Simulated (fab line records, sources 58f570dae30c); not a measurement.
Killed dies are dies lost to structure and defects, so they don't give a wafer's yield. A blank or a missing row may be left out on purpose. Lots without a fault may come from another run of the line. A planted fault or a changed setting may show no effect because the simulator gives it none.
fab line records | flow berkeley_cmos170
record lots=5 wafers=23
route steps=331 shown NWELL@28 PWELL@39 ACTIVE@68 PFIELD@86 PVT@122 PLDD@146 SILICIDE@211 M3@310
start_h: hours from the record's first day to the start of the lot's first wafer shown | wait_h: hours since the lot's step before | " the same as in the row above | L1.1+2: a row that stands for several wafers | - no value, or no start given | * or withheld: withheld | < > ~ a bound
route shown NAME@n: a module of which the file shows steps, and the number in the route of the first | usual: mean/standard deviation of fault-free wafers | same: alike in all rows | chamber/n: place in a boat | sites: the reading at each site | _std_site: their standard deviation | _edge_site: outer sites' mean less inner sites' | radius_mm: how far each site lies from the wafer's centre | mask NAME#n: copy n | behind: the tool/chamber that last shaped the wafer | hold: why the lot was held/for how many hours/how that ended | device: the transistor (n, p or np) that didn't switch | end of line: the same wafers' tests at the end of the route | a step without rows: its recipe alone | killed: dies lost to structure and defects at the first sort, not the wafer's yield | map: a wafer's dies, x killed, . not, _ none there
set.NAME: the setting as run; set.NAME@STEP: as run at that earlier step | model.NAME: the simulator's own value behind a step, which no gauge read
lots whose settings were changed on purpose; a table a step, a row a wafer
## steps
# step UCB170_NWELL_IMPLANT_14
# recipe species=P dose_cm2=1e+13 energy_kev=150 tilt_deg=7
# columns lot.wafer tool chamber start_h wait_h set.energy_kev model.implant.rp_nm model.implant.drp_nm
L074.1+6 implanter-03 0 33.91 0.1 157.3 198.7 65
L074.2+4+5 " 0 " " 150 189.1 62.72
L076.2+3+6 implanter-03 0 40.62 0.1 150 186.9 62.72
L075.1+4 implanter-02 0 40.79 0.1 155.5 185 64.44
L075.2+3+5 " 0 " " 150 178.2 62.72
L079.1+3+5 implanter-03 0 58.58 0.1 155.8 196.9 64.54
L079.4+6 " 0 " " 150 189.3 62.72
L082.1+2+3+4+5 implanter-04 0 71.99 0.1 150 187.4 62.72
# step UCB170_PWELL_CVD_05
# recipe material=Si3N4 target_thk_nm=220 temp_c=800 precursor=SiH2Cl2/NH3 time_s=3300 pressure_mtorr=200 sih2cl2_flow_sccm=25 nh3_flow_sccm=75
# columns lot.wafer tool chamber start_h wait_h set.temp_c model.Si3N4_of_PWELL_CVD_05.thk_nm
L074.1 - - - 0.0 786.2 169.4
L074.2 " - " " 786.2 168
L074.4 " - " " 786.2 166.8
L074.5+6 " - " " 786.2 167.4
L075.1 - - - 0.0 792.7 193.6
L075.2 " - " " 792.7 194.1
L075.3 " - " " 792.7 194.8
L075.4 " - " " 792.7 195.5
L075.5 " - " " 792.7 195.7
L076.2 lpcvd-02 0 52.32 0.0 800 222.6
L076.3 " 0 " " 800 223.8
L076.6 " 0 " " 800 225.3
L079.1+4 - - - 0.8 793.8 197.3
L079.3 " - " " 793.8 197.6
L079.5 " - " " 793.8 195.5
L079.6 " - " " 793.8 196.3
L082.1 - - - 2.5 784.6 166.5
L082.2 " - " " 784.6 166.1
L082.3 " - " " 784.6 166.9
L082.4 " - " " 784.6 168.2
L082.5 " - " " 784.6 167.4
# step UCB170_PWELL_THK_MEAS_06
# recipe reads=Si3N4_of_PWELL_CVD_05
# usual PWELL_NITRIDE_THK=220.9/1.9
# columns lot.wafer tool chamber start_h wait_h set.temp_c@PWELL_CVD_05 PWELL_NITRIDE_THK[nm]
L074.1 film_metro-02 - - - 786.2 169.4
L074.2 " - " " 786.2 168.0
L074.4 " - " " 786.2 166.9
L074.5 " - " " 786.2 167.4
L074.6 " - " " 786.2 167.4
L075.1 film_metro-04 - - - 792.7 193.4
L075.2 " - " " 792.7 194.3
L075.3 " - " " 792.7 194.8
L075.4 " - " " 792.7 195.5
L075.5 " - " " 792.7 195.7
L076.2 film_metro-01 - 54.25 0.0 800 222.7
L076.3 " - " " 800 223.8
L076.6 " - " " 800 225.4
L079.1 film_metro-04 - - - 793.8 197.3
L079.3 " - " " 793.8 197.6
L079.4 " - " " 793.8 197.5
L079.5 " - " " 793.8 195.4
L079.6 " - " " 793.8 196.1
L082.1 film_metro-04 - - - 784.6 166.6
L082.2 " - " " 784.6 166.1
L082.3 " - " " 784.6 166.9
L082.4 " - " " 784.6 168.2
L082.5 " - " " 784.6 167.4
# step UCB170_PWELL_HMDS_07
# recipe prime_time_s=60 prime_temp_c=100
# step UCB170_PWELL_COAT_08
# recipe resist=KrF spin_rpm=1500 resist_thk_nm=900
# step UCB170_PWELL_DEVELOP_12
# recipe developer=TMAH develop_time_s=45 resist=KrF dev_temp_c=21
# step UCB170_PWELL_ETCH_14
# recipe chemistry=CH3F/Ar/O2 target=Si3N4 stop_on=SiO2 CH3F_flow_sccm=20 Ar_flow_sccm=50 O2_flow_sccm=7 pressure_mtorr=50 rf_w=450 target_depth_a=2420 over_etch_frac=0.1 time_s=151
# usual oes_product_au=0.936/0.012
# columns lot.wafer tool chamber start_h wait_h set.temp_c@PWELL_CVD_05 oes_product_au model.etch.depth_nm
L074.1 rie_diel-01 2 50.11 0.0 786.2 0.808 169.4
L074.2 " 1 " " 786.2 0.794 -
L074.4 " 3 " " 786.2 0.787 -
L074.5 " 3 " " 786.2 0.799 167.4
L074.6 " 2 " " 786.2 0.804 167.4
L076.2 rie_diel-03 0 55.42 0.0 800 0.936 222.6
L076.3 " 2 " " 800 0.947 223.8
L076.6 " 0 " " 800 0.957 225.3
L075.1 rie_diel-01 1 55.69 0.0 792.7 0.863 -
L075.2 " 2 " " 792.7 0.862 194.1
L075.3 " 3 " " 792.7 0.855 194.8
L075.4 " 0 " " 792.7 0.878 -
L075.5 " 0 " " 792.7 0.877 195.7
L079.1 rie_diel-03 1 75.87 0.0 793.8 0.862 197.3
L079.3 " 2 " " 793.8 0.882 197.6
L079.4 " 0 " " 793.8 0.878 197.3
L079.5 " 0 " " 793.8 0.872 195.5
L079.6 " 1 " " 793.8 0.864 196.3
L082.1 rie_diel-03 2 89.57 0.0 784.6 0.802 -
L082.2 " 0 " " 784.6 0.801 -
L082.3 " 3 " " 784.6 0.803 166.9
L082.4 " 1 " " 784.6 0.788 168.2
L082.5 " 3 " " 784.6 0.805 -
# step UCB170_ACTIVE_COAT_08
# recipe resist=KrF spin_rpm=1500 resist_thk_nm=900
# columns lot.wafer tool chamber start_h wait_h set.resist_thk_nm model.KrF_of_ACTIVE_COAT_08.thk_nm
L074.1 litho_track-03 0 73.60 0.1 863.2 865.4
L074.2 " 0 " " 863.2 864.9
L074.4 " 0 " " 863.2 862.9
L074.5 " 0 " " 900 899.1
L074.6 " 0 " " 900 902.4
L075.1 litho_track-01 0 81.31 0.1 946.6 946.3
L075.2 " 0 " " 900 897.9
L075.3 " 0 " " 946.6 946.7
L075.4 " 0 " " 900 898.4
L075.5 " 0 " " 900 900.7
L076.2 litho_track-04 0 81.59 0.1 900 903.9
L076.3 " 0 " " 900 899.7
L076.6 " 0 " " 900 900.3
L079.1 litho_track-04 0 102.82 0.1 900 898.5
L079.3 " 0 " " 854.2 852
L079.4 " 0 " " 854.2 853.1
L079.5 " 0 " " 900 899.7
L079.6 " 0 " " 900 901.8
L082.1 litho_track-01 0 116.40 0.1 917.4 915.8
L082.2 " 0 " " 917.4 918.8
L082.3 " 0 " " 900 900.1
L082.4 " 0 " " 900 897.8
L082.5 " 0 " " 917.4 917.4
# step UCB170_PFIELD_IMPLANT_07
# recipe species=B dose_cm2=2e+13 energy_kev=80 tilt_deg=7
# columns lot.wafer tool chamber start_h wait_h set.energy_kev model.implant.rp_nm model.implant.drp_nm
L074.1+5 implanter-02 0 80.90 0.0 80 257.9 74.86
L074.2+4+6 " 0 " " 82.84 265.5 76.09
L075.1+2+4 implanter-01 0 86.10 0.0 83.25 272.2 76.26
L075.3+5 " 0 " " 80 263.3 74.86
L076.2+3+6 implanter-02 0 86.49 0.0 80 262.1 74.86
L079.1+4+6 implanter-02 0 106.35 0.0 80 257.2 74.86
L079.3+5 " 0 " " 81.41 261 75.48
L082.1+4 implanter-02 0 121.82 0.0 80 262.4 74.86
L082.2+3+5 " 0 " " 77.69 256.4 73.8
# step UCB170_PVT_IMPLANT_07
# recipe species=P dose_cm2=2e+12 energy_kev=30 tilt_deg=7
# columns lot.wafer tool chamber start_h wait_h set.energy_kev model.implant.rp_nm model.implant.drp_nm
L074.1+4+5 implanter-03 0 111.25 0.0 31.79 38.92 17.39
L074.2+6 " 0 " " 30 36.83 16.56
L076.2+3+6 implanter-03 0 116.08 0.0 30 36.54 16.56
L075.1+4 implanter-04 0 116.28 0.0 29.18 36.63 16.29
L075.2+3+5 " 0 " " 30 37.33 16.56
L079.1+3 implanter-03 0 139.82 0.0 30 36.94 16.56
L079.4+5+6 " 0 " " 31.64 38.86 17.32
L082.1+2+3+4+5 implanter-02 0 148.75 0.0 30 36.23 16.56
# step UCB170_PVT_STRIP_08
# recipe chemistry=O2 power_w=400 pressure_mtorr=3500 platen_temp_c=withheld o2_flow_sccm=400 overash_fraction=0.5
# step UCB170_PVT_TW_MEAS_09
# usual PVT_TW=507.2/2.8
# columns lot.wafer tool chamber start_h wait_h set.energy_kev@PVT_IMPLANT_07 PVT_TW
L074.1 film_metro-04 - 111.50 0.1 31.79 516.3
L074.2 " - " " 30 511.1
L074.4 " - " " 31.79 516.6
L074.5 " - " " 31.79 519.8
L074.6 " - " " 30 508.7
L076.2 film_metro-01 - 116.34 0.1 30 501.5
L076.3 " - " " 30 501.8
L076.6 " - " " 30 501.2
L075.1 film_metro-02 - 116.53 0.1 29.18 506.5
L075.2 " - " " 30 509.0
L075.3 " - " " 30 510.3
L075.4 " - " " 29.18 503.7
L075.5 " - " " 30 507.8
L079.1 film_metro-01 - 140.07 0.1 30 504.8
L079.3 " - " " 30 506.9
L079.4 " - " " 31.64 515.3
L079.5 " - " " 31.64 509.5
L079.6 " - " " 31.64 514.4
L082.1 film_metro-02 - 149.00 0.1 30 506.0
L082.2 " - " " 30 504.3
L082.3 " - " " 30 508.0
L082.4 " - " " 30 506.3
L082.5 " - " " 30 504.7
# step UCB170_PLDD_COAT_01
# recipe resist=KrF spin_rpm=1500 resist_thk_nm=900
# columns lot.wafer tool chamber start_h wait_h set.resist_thk_nm model.KrF_of_PLDD_COAT_01.thk_nm
L074.1 litho_track-02 0 127.13 0.1 900 901.2
L074.2 " 0 " " 879.5 879.5
L074.4 " 0 " " 879.5 880.7
L074.5 " 0 " " 900 902.2
L074.6 " 0 " " 900 902.5
L075.1 litho_track-02 0 133.15 0.1 933.7 934.5
L075.2 " 0 " " 933.7 933.6
L075.3 " 0 " " 900 899.6
L075.4 " 0 " " 933.7 932
L075.5 " 0 " " 900 900.5
L076.2 litho_track-04 0 133.17 0.1 900 898.1
L076.3 " 0 " " 900 899.8
L076.6 " 0 " " 900 901.1
L079.1 litho_track-03 0 151.67 0.1 900 903.7
L079.3 " 0 " " 900 902.8
L079.4 " 0 " " 900 901.3
L079.5 " 0 " " 873.3 877.1
L079.6 " 0 " " 873.3 878.4
L082.1 litho_track-03 0 163.28 0.1 900 902.6
L082.2 " 0 " " 948.6 949.8
L082.3 " 0 " " 900 902.7
L082.4 " 0 " " 948.6 952.8
L082.5 " 0 " " 900 900.9
# step UCB170_PLDD_IMPLANT_09
# recipe species=BF2 dose_cm2=5e+13 energy_kev=10 tilt_deg=7 rotation_deg=180
# columns lot.wafer tool chamber start_h wait_h set.energy_kev
L074.1+2+4+5+6 implanter-01 0 128.31 0.1 10
L076.2+3+6 implanter-02 0 134.64 0.1 10
L075.1+2+3+4+5 implanter-01 0 134.89 0.1 10
L079.1+5 implanter-04 0 152.90 0.1 10
L079.3+4+6 " 0 " " 10.42
L082.1+2+3+4+5 implanter-04 0 165.40 0.1 10
# step UCB170_PLDD_STRIP_10
# recipe chemistry=O2 power_w=400 pressure_mtorr=3500 platen_temp_c=withheld o2_flow_sccm=400 overash_fraction=0.5
# usual strip_time_to_endpoint_s=21.65/0.061
# columns lot.wafer tool chamber start_h wait_h set.resist_thk_nm@PLDD_COAT_01 strip_time_to_endpoint_s
L074.1 plasma_asher-01 0 128.46 0.1 900 21.65
L074.2 " 1 " " 879.5 21.15
L074.4 " 0 " " 879.5 21.16
L074.5 " 1 " " 900 21.69
L074.6 " 0 " " 900 21.69
L076.2 plasma_asher-01 0 134.76 0.1 900 21.57
L076.3 " 0 " " 900 21.61
L076.6 " 1 " " 900 21.65
L075.1 plasma_asher-01 1 135.04 0.1 933.7 22.45
L075.2 " 0 " " 933.7 22.42
L075.3 " 0 " " 900 21.61
L075.4 " 1 " " 933.7 22.38
L075.5 " 1 " " 900 21.64
L079.1 plasma_asher-01 0 153.05 0.1 900 21.72
L079.3 " 0 " " 900 21.70
L079.4 " 1 " " 900 21.65
L079.5 " 1 " " 873.3 21.08
L079.6 " 0 " " 873.3 21.11
L082.1 plasma_asher-02 0 165.55 0.1 900 21.68
L082.2 " 1 " " 948.6 22.82
L082.3 " 1 " " 900 21.68
L082.4 " 0 " " 948.6 22.88
L082.5 " 1 " " 900 21.65
# step UCB170_SILICIDE_SPUTTER_01
# recipe material=Ti target_thk_nm=30 time_s=25 power_w=1500 chamber_pressure_pa=0.5
# columns lot.wafer tool chamber start_h wait_h set.time_s model.Ti_of_SILICIDE_SPUTTER_01.thk_nm
L074.1 pvd_sputter-01 - 140.61 0.0 22.54 27.29
L074.2 " - " " 25 29.93
L074.4 " - " " 25 30.45
L074.5 " - " " 25 29.63
L074.6 " - " " 22.54 27.95
L076.2 pvd_sputter-01 - 148.49 0.0 25 30.46
L076.3 " - " " 25 29.74
L076.6 " - " " 25 30.38
L075.1 pvd_sputter-04 - 148.78 0.0 23.99 29.72
L075.2 " - " " 25 30.3
L075.3 " - " " 25 30.22
L075.4 " - " " 23.99 29.07
L075.5 " - " " 23.99 29.2
L079.1 pvd_sputter-02 - 168.39 0.0 25 31.4
L079.3 " - " " 25 30.26
L079.4 " - " " 25 30.07
L079.5 " - " " 25 29.88
L079.6 " - " " 25 31.69
L082.1 pvd_sputter-02 - 180.50 0.0 25 29.29
L082.2 " - " " 25 29.46
L082.3 " - " " 26.93 31.8
L082.4 " - " " 26.93 33.14
L082.5 " - " " 26.93 31.75
# step UCB170_SILICIDE_RS_MEAS_02
# recipe thk_meas_gauge=four-point-probe reads=Ti_of_SILICIDE_SPUTTER_01
# usual SILICIDE_TI_RS=25.9/0.52
# columns lot.wafer tool chamber start_h wait_h set.time_s@SILICIDE_SPUTTER_01 SILICIDE_TI_RS[ohm/sq]
L074.1 film_metro-04 - 140.65 0.0 22.54 29.1
L074.2 " - " " 25 26.1
L074.4 " - " " 25 25.5
L074.5 " - " " 25 26.4
L074.6 " - " " 22.54 28.3
L076.2 film_metro-02 - 148.54 0.0 25 25.6
L076.3 " - " " 25 26.4
L076.6 " - " " 25 25.8
L075.1 film_metro-01 - 148.81 0.0 23.99 26.4
L075.2 " - " " 25 25.8
L075.3 " - " " 25 26.0
L075.4 " - " " 23.99 27.1
L075.5 " - " " 23.99 27.0
L079.1 film_metro-02 - 168.42 0.0 25 24.7
L079.3 " - " " 25 25.9
L079.4 " - " " 25 26.0
L079.5 " - " " 25 26.2
L079.6 " - " " 25 24.5
L082.1 film_metro-01 - 180.53 0.0 25 26.9
L082.2 " - " " 25 26.7
L082.3 " - " " 26.93 24.4
L082.4 " - " " 26.93 23.2
L082.5 " - " " 26.93 24.4
# step UCB170_SILICIDE_THK_MEAS_03
# recipe thk_meas_gauge=xrf reads=Ti_of_SILICIDE_SPUTTER_01
# usual SILICIDE_TI_THK=30.6/0.56
# columns lot.wafer tool chamber start_h wait_h set.time_s@SILICIDE_SPUTTER_01 SILICIDE_TI_THK[nm]
L074.1 film_metro-04 - 140.77 0.1 22.54 27.6
L074.2 " - " " 25 30.3
L074.4 " - " " 25 31.1
L074.5 " - " " 25 30.1
L074.6 " - " " 22.54 28.4
L076.2 film_metro-02 - 148.65 0.1 25 30.8
L076.3 " - " " 25 30.1
L076.6 " - " " 25 30.8
L075.1 film_metro-01 - 148.93 0.1 23.99 30.3
L075.2 " - " " 25 30.9
L075.3 " - " " 25 30.9
L075.4 " - " " 23.99 29.7
L075.5 " - " " 23.99 29.7
L079.1 film_metro-02 - 168.54 0.1 25 31.6
L079.3 " - " " 25 30.6
L079.4 " - " " 25 30.4
L079.5 " - " " 25 30.0
L079.6 " - " " 25 31.9
L082.1 film_metro-01 - 180.65 0.1 25 29.7
L082.2 " - " " 25 30.0
L082.3 " - " " 26.93 32.3
L082.4 " - " " 26.93 33.7
L082.5 " - " " 26.93 32.3
# step UCB170_M3_SPUTTER_01
# recipe material=Al target_thk_nm=900 time_s=120 power_w=6000 chamber_pressure_pa=0.5
# columns lot.wafer tool chamber start_h wait_h set.time_s model.Al_of_M3_SPUTTER_01.thk_nm
L074.1 pvd_sputter-02 - 160.24 0.0 120 894.7
L074.2 " - " " 129.4 945.5
L074.4 " - " " 129.4 943.4
L074.5 " - " " 120 898.5
L074.6 " - " " 120 894
L076.2 pvd_sputter-02 - 170.22 0.0 120 914.1
L076.3 " - " " 120 919.7
L076.6 " - " " 120 914.5
L075.1 pvd_sputter-03 - 170.83 0.0 130.1 979.6
L075.2 " - " " 120 906.5
L075.3 " - " " 120 911
L075.4 " - " " 130.1 982.1
L075.5 " - " " 120 913.1
L079.1 pvd_sputter-02 - 194.31 0.0 120 912.3
L079.3 " - " " 120 886
L079.4 " - " " 120 878.8
L079.5 " - " " 120 879.7
L079.6 " - " " 120 905.5
L082.1 pvd_sputter-02 - 203.50 0.0 102 774.3
L082.2 " - " " 102 743.4
L082.3 " - " " 120 907.2
L082.4 " - " " 120 885.5
L082.5 " - " " 102 775
# step UCB170_M3_RS_MEAS_02
# recipe thk_meas_gauge=four-point-probe reads=Al_of_M3_SPUTTER_01
# usual M3_AL_RS=0.0322/0.00043
# columns lot.wafer tool chamber start_h wait_h set.time_s@M3_SPUTTER_01 M3_AL_RS[ohm/sq]
L074.1 film_metro-03 - 160.33 0.0 120 0.0324
L074.2 " - " " 129.4 0.0307
L074.4 " - " " 129.4 0.0307
L074.5 " - " " 120 0.0322
L074.6 " - " " 120 0.0324
L076.2 film_metro-03 - 170.32 0.1 120 0.0317
L076.3 " - " " 120 0.0315
L076.6 " - " " 120 0.0316
L075.1 film_metro-03 - 170.91 0.0 130.1 0.0296
L075.2 " - " " 120 0.0320
L075.3 " - " " 120 0.0318
L075.4 " - " " 130.1 0.0294
L075.5 " - " " 120 0.0317
L079.1 film_metro-04 - 194.40 0.0 120 0.0317
L079.3 " - " " 120 0.0327
L079.4 " - " " 120 0.0329
L079.5 " - " " 120 0.0329
L079.6 " - " " 120 0.0319
L082.1 film_metro-02 - 203.59 0.0 102 0.0374
L082.2 " - " " 102 0.0391
L082.3 " - " " 120 0.0320
L082.4 " - " " 120 0.0328
L082.5 " - " " 102 0.0374
# step UCB170_M3_THK_MEAS_03
# recipe thk_meas_gauge=xrf reads=Al_of_M3_SPUTTER_01
# usual M3_AL_THK=927/15
# columns lot.wafer tool chamber start_h wait_h set.time_s@M3_SPUTTER_01 M3_AL_THK[nm]
L074.1 film_metro-03 - 160.45 0.1 120 928
L074.2 " - " " 129.4 984
L074.4 " - " " 129.4 982
L074.5 " - " " 120 932
L074.6 " - " " 120 932
L076.2 film_metro-03 - 170.43 0.1 120 944
L076.3 " - " " 120 952
L076.6 " - " " 120 941
L075.1 film_metro-03 - 171.03 0.1 130.1 1014
L075.2 " - " " 120 939
L075.3 " - " " 120 941
L075.4 " - " " 130.1 1009
L075.5 " - " " 120 942
L079.1 film_metro-04 - 194.52 0.1 120 934
L079.3 " - " " 120 911
L079.4 " - " " 120 900
L079.5 " - " " 120 903
L079.6 " - " " 120 937
L082.1 film_metro-02 - 203.71 0.1 102 793
L082.2 " - " " 102 756
L082.3 " - " " 120 931
L082.4 " - " " 120 905
L082.5 " - " " 102 791
## key
split step=UCB170_NWELL_IMPLANT_14 setting=energy_kev stated=150 by=wafer
response step=UCB170_NWELL_IMPLANT_14 reading=model.implant.rp_nm change=+1.94 per=1% r=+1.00
response step=UCB170_NWELL_IMPLANT_14 reading=model.implant.drp_nm change=+0.468 per=1% r=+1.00
split step=UCB170_PWELL_CVD_05 setting=temp_c stated=800 by=lot
response step=UCB170_PWELL_CVD_05 reading=model.Si3N4_of_PWELL_CVD_05.thk_nm change=+29.9 per=1% r=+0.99
response step=UCB170_PWELL_THK_MEAS_06 reading=PWELL_NITRIDE_THK change=+29.9 per=1% r=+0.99
response step=UCB170_PWELL_ETCH_14 reading=oes_product_au change=+0.0768 per=1% r=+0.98
response step=UCB170_PWELL_ETCH_14 reading=model.etch.depth_nm change=+30.4 per=1% r=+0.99
split step=UCB170_ACTIVE_COAT_08 setting=resist_thk_nm stated=900 by=wafer
response step=UCB170_ACTIVE_COAT_08 reading=model.KrF_of_ACTIVE_COAT_08.thk_nm change=+9.18 per=1% r=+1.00
split step=UCB170_PFIELD_IMPLANT_07 setting=energy_kev stated=80 by=wafer
response step=UCB170_PFIELD_IMPLANT_07 reading=model.implant.rp_nm change=+2.15 per=1% r=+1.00
response step=UCB170_PFIELD_IMPLANT_07 reading=model.implant.drp_nm change=+0.351 per=1% r=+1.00
split step=UCB170_PVT_IMPLANT_07 setting=energy_kev stated=30 by=wafer
response step=UCB170_PVT_IMPLANT_07 reading=model.implant.rp_nm change=+0.34 per=1% r=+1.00
response step=UCB170_PVT_IMPLANT_07 reading=model.implant.drp_nm change=+0.135 per=1% r=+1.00
response step=UCB170_PVT_TW_MEAS_09 reading=PVT_TW change=+1.31 per=1% r=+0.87
split step=UCB170_PLDD_COAT_01 setting=resist_thk_nm stated=900 by=wafer
response step=UCB170_PLDD_COAT_01 reading=model.KrF_of_PLDD_COAT_01.thk_nm change=+8.99 per=1% r=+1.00
response step=UCB170_PLDD_STRIP_10 reading=strip_time_to_endpoint_s change=* per=1% r=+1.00
split step=UCB170_PLDD_IMPLANT_09 setting=energy_kev stated=10 by=wafer
response none clear
split step=UCB170_SILICIDE_SPUTTER_01 setting=time_s stated=25 by=wafer
response step=UCB170_SILICIDE_SPUTTER_01 reading=model.Ti_of_SILICIDE_SPUTTER_01.thk_nm change=+0.285 per=1% r=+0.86
response step=UCB170_SILICIDE_RS_MEAS_02 reading=SILICIDE_TI_RS change=-0.3 per=1% r=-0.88
response step=UCB170_SILICIDE_THK_MEAS_03 reading=SILICIDE_TI_THK change=+0.294 per=1% r=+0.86
split step=UCB170_M3_SPUTTER_01 setting=time_s stated=120 by=wafer
response step=UCB170_M3_SPUTTER_01 reading=model.Al_of_M3_SPUTTER_01.thk_nm change=+8.28 per=1% r=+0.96
response step=UCB170_M3_RS_MEAS_02 reading=M3_AL_RS change=-0.000327 per=1% r=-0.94
response step=UCB170_M3_THK_MEAS_03 reading=M3_AL_THK change=+8.64 per=1% r=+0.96
